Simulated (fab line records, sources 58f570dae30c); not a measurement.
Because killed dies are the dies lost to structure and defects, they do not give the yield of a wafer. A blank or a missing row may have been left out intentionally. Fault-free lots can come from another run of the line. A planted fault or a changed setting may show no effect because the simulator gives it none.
A single fault, viewed from 2 desks    flow berkeley_cmos170    each desk has only its own numbers; what lay behind them comes last

## AT THE METROLOGY DESK
What the gauges read, lot by lot, whatever tool the lot ran on: means of the sampled wafers that have a number. Marked OUT: a lot whose mean sits more than 4 standard deviations from the usual mean, which makes it out of limits; the brackets give that distance.
Columns: A = cd_nm at UCB170_V2_CD_MEAS_12, usual 700.2 nm; B = M3_OVL at UCB170_M3_OVL_MEAS_16, usual 2 nm; C = M3_BOW at UCB170_M3_BOW_MEAS_20, usual 35 um
lot   first seen here  A      B   C
L426  day 7 09:56      700.4  4   44
L427  day 7 20:02      700.3  4   32
L429  day 8 06:25      698.9  7   41
L433  day 8 19:26      697.1  4   30
L432  day 8 19:48      699.8  -5  35
L434  day 9 00:34      698.6  9   38
L436  day 9 04:14      701.5  2   32
L435  day 9 04:35      702.2  5   25
L438  day 9 18:17      698.6  0   36
L442  day 11 07:49     701.1  -1  31
L444  day 11 08:02     700.0  -4  36
L448  day 11 20:20     700.5  10  33
L449  day 11 20:40     699.4  -1  41
L446  day 11 20:50     699.0  4   32
This desk found nothing out of limits on any of the 14 lots.

## AT THE TOOL OWNER'S DESK: litho_track-04
The tool's own readings at UCB170_M3_HMDS_04 (prime time 60 s): means of the sampled wafers that have a number, for each lot that ran on this tool. Marked OUT: a lot whose mean sits more than 4 standard deviations from the usual mean, which makes it out of limits; the brackets give that distance.
Columns: A = prime_temp_c at UCB170_M3_HMDS_04, usual 100.03 C
lot   first seen here  A
L427  day 7 21:07      100.08
L429  day 8 07:49      100.08
L436  day 9 05:08      99.01 (-7.3) OUT
L435  day 9 05:39      99.05 (-7.0) OUT
L449  day 11 21:33     100.09
This desk's verdict: out of limits on L435, L436, starting with L436 at day 9 05:08 (prime_temp_c at UCB170_M3_HMDS_04). L427, L429, L449: within limits.

## ALL TOGETHER
An alarm could have come from the tool owner's desk at day 9 05:08, on L435, L436.
From the metrology desk's view, nothing was out of limits.
The metrology desk holds a record of L435, L436, inside its limits.
The lots listed all ran UCB170_M3_HMDS_04 on litho_track-04.

## WHAT HAD BEEN PUT IN BY THE SIMULATOR
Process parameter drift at UCB170_M3_HMDS_04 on litho_track-04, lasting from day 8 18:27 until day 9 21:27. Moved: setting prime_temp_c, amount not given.
Struck lots among those shown: L435, L436.
Delay in hours, fault start to first out-of-limits reading, by desk: the tool owner's desk at 11.
